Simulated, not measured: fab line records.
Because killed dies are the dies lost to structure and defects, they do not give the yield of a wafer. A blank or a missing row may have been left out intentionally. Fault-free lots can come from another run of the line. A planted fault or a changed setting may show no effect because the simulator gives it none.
The tool behind it: which one? / flow rit-cmos / Sampling: 14 lots, 42 wafers, 2 of 202 route steps

== WHAT EACH GAUGE READ, for each wafer ==
The record holds no reading of a measuring or inspecting step that can be judged against a usual standard deviation.

== WHAT TOOL EACH LOT RAN ON (gives the tool, then ch and the chambers of the sampled wafers, and finally the start) ==
lot=L299; RIT_FOX2_OXIDATION_00=furnace-02 ch 0, day 1 17:11; RIT_M1_PROBE_99=prober-01, day 3 10:27
lot=L300; RIT_FOX2_OXIDATION_00=furnace-02 ch 0, day 1 22:25; RIT_M1_PROBE_99=prober-01, day 3 15:47
lot=L301; RIT_FOX2_OXIDATION_00=furnace-04 ch 0, day 2 04:44; RIT_M1_PROBE_99=prober-02, day 4 00:46
lot=L302; RIT_FOX2_OXIDATION_00=furnace-02 ch 0, day 2 08:25; RIT_M1_PROBE_99=prober-01, day 4 02:16
lot=L303; RIT_FOX2_OXIDATION_00=furnace-02 ch 0, day 2 13:18; RIT_M1_PROBE_99=prober-02, day 4 06:01
lot=L308; RIT_FOX2_OXIDATION_00=furnace-02 ch 0, day 3 14:09; RIT_M1_PROBE_99=prober-01, day 5 10:10
lot=L309; RIT_FOX2_OXIDATION_00=furnace-02 ch 0, day 3 19:40; RIT_M1_PROBE_99=prober-02, day 5 11:55
lot=L310; RIT_FOX2_OXIDATION_00=furnace-04 ch 0, day 4 02:04; RIT_M1_PROBE_99=prober-01, day 5 18:52
lot=L311; RIT_FOX2_OXIDATION_00=furnace-02 ch 0, day 4 06:16; RIT_M1_PROBE_99=prober-02, day 6 01:58
lot=L317; RIT_FOX2_OXIDATION_00=furnace-02 ch 0, day 5 16:59; RIT_M1_PROBE_99=prober-02, day 7 08:34
lot=L318; RIT_FOX2_OXIDATION_00=furnace-02 ch 0, day 5 18:18; RIT_M1_PROBE_99=prober-01, day 7 10:40
lot=L319; RIT_FOX2_OXIDATION_00=furnace-04 ch 0, day 5 23:02; RIT_M1_PROBE_99=prober-02, day 7 18:12
lot=L320; RIT_FOX2_OXIDATION_00=furnace-04 ch 0, day 6 03:32; RIT_M1_PROBE_99=prober-01, day 7 20:55
lot=L321; RIT_FOX2_OXIDATION_00=furnace-04 ch 0, day 6 07:16; RIT_M1_PROBE_99=prober-02, day 8 00:22
- RIT_FOX2_OXIDATION_00: target thk 350.7 nm, ox time 1130 s.
- RIT_M1_PROBE_99

== WHAT THE TOOLS THEMSELVES READ (means of the sampled wafers that have a number; where no wafer has one, the mark that the record gives instead) ==
RIT_M1_PROBE_99. Usual: for killed_at_M0_to_M3, 0.1 with a standard deviation of 0.34; for killed-at-contacts, 0.1 with a standard deviation of 0.26; for killed-at-front-end, 7 with a standard deviation of 3.1; for killed-dies, 7 with a standard deviation of 3.1; for killed-on-rim, 1.9 with a standard deviation of 1.5; for killed-open, 3.5 with a standard deviation of 1.9; for killed-short, 3.4 with a standard deviation of 2.1.
lot=L299 tool=prober-01 killed_at_M0_to_M3=0.0 killed-at-contacts=0.0 killed-at-front-end=7 killed-dies=7 killed-on-rim=1.3 killed-open=3.3 killed-short=3.3 flag=
lot=L300 tool=prober-01 killed_at_M0_to_M3=1.7 killed-at-contacts=0.0 killed-at-front-end=6 killed-dies=8 killed-on-rim=2.3 killed-open=2.7 killed-short=3.7 flag=OFF
lot=L301 tool=prober-02 killed_at_M0_to_M3=0.0 killed-at-contacts=0.0 killed-at-front-end=9 killed-dies=9 killed-on-rim=1.3 killed-open=4.0 killed-short=5.0 flag=
lot=L302 tool=prober-01 killed_at_M0_to_M3=0.0 killed-at-contacts=0.0 killed-at-front-end=6 killed-dies=6 killed-on-rim=3.0 killed-open=2.7 killed-short=3.7 flag=
lot=L303 tool=prober-02 killed_at_M0_to_M3=0.0 killed-at-contacts=0.0 killed-at-front-end=6 killed-dies=6 killed-on-rim=1.0 killed-open=4.3 killed-short=1.7 flag=
lot=L308 tool=prober-01 killed_at_M0_to_M3=0.0 killed-at-contacts=0.0 killed-at-front-end=9 killed-dies=9 killed-on-rim=3.3 killed-open=4.7 killed-short=4.0 flag=
lot=L309 tool=prober-02 killed_at_M0_to_M3=0.0 killed-at-contacts=0.0 killed-at-front-end=5 killed-dies=5 killed-on-rim=1.0 killed-open=2.3 killed-short=3.0 flag=
lot=L310 tool=prober-01 killed_at_M0_to_M3=0.0 killed-at-contacts=0.0 killed-at-front-end=7 killed-dies=7 killed-on-rim=1.0 killed-open=3.7 killed-short=3.3 flag=
lot=L311 tool=prober-02 killed_at_M0_to_M3=0.0 killed-at-contacts=0.3 killed-at-front-end=5 killed-dies=5 killed-on-rim=1.0 killed-open=2.3 killed-short=2.7 flag=
lot=L317 tool=prober-02 killed_at_M0_to_M3=0.0 killed-at-contacts=0.0 killed-at-front-end=123 killed-dies=123 killed-on-rim=32.3 killed-open=2.3 killed-short=2.7 flag=OFF
lot=L318 tool=prober-01 killed_at_M0_to_M3=0.0 killed-at-contacts=0.3 killed-at-front-end=126 killed-dies=126 killed-on-rim=31.3 killed-open=2.3 killed-short=2.3 flag=OFF
lot=L319 tool=prober-02 killed_at_M0_to_M3=0.0 killed-at-contacts=0.7 killed-at-front-end=8 killed-dies=9 killed-on-rim=3.3 killed-open=5.3 killed-short=3.7 flag=
lot=L320 tool=prober-01 killed_at_M0_to_M3=0.0 killed-at-contacts=0.0 killed-at-front-end=6 killed-dies=6 killed-on-rim=1.0 killed-open=3.3 killed-short=2.3 flag=
lot=L321 tool=prober-02 killed_at_M0_to_M3=0.0 killed-at-contacts=0.0 killed-at-front-end=6 killed-dies=6 killed-on-rim=0.7 killed-open=3.3 killed-short=2.3 flag=

== THE ANSWER, worked out from the rows above alone ==
Rule: a lot is off if the mean of its wafers that have a number lies more than 3 standard deviations from the usual mean. A lot without any number at a reading at which 4 lots or more have one is off too. The other lots that the step has rows for count as sound. Order of review: gauges by route order, followed by the tools' own readings, for which a lot's mean as printed above is used. At the first step where some lot is off, the reading lying furthest off is the one used; lots without a number count as furthest.
Off, at RIT_M1_PROBE_99 on killed-at-front-end: L317, L318.
A tool fits if, at that step or a process step before it, it ran every lot that is off, and no sound lot after the first of them. One candidate fits, namely furnace-02 at RIT_FOX2_OXIDATION_00. A fault onset in the window from L311 (day 4 06:16, its last sound lot) to L317 (day 5 16:59, its first lot off) fits.

== WHAT THE SIMULATOR PUT IN ==
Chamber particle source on furnace-02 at RIT_FOX2_OXIDATION_00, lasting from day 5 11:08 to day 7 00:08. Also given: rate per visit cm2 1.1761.
Struck lots among those shown: L317, L318. The rule above found the same.
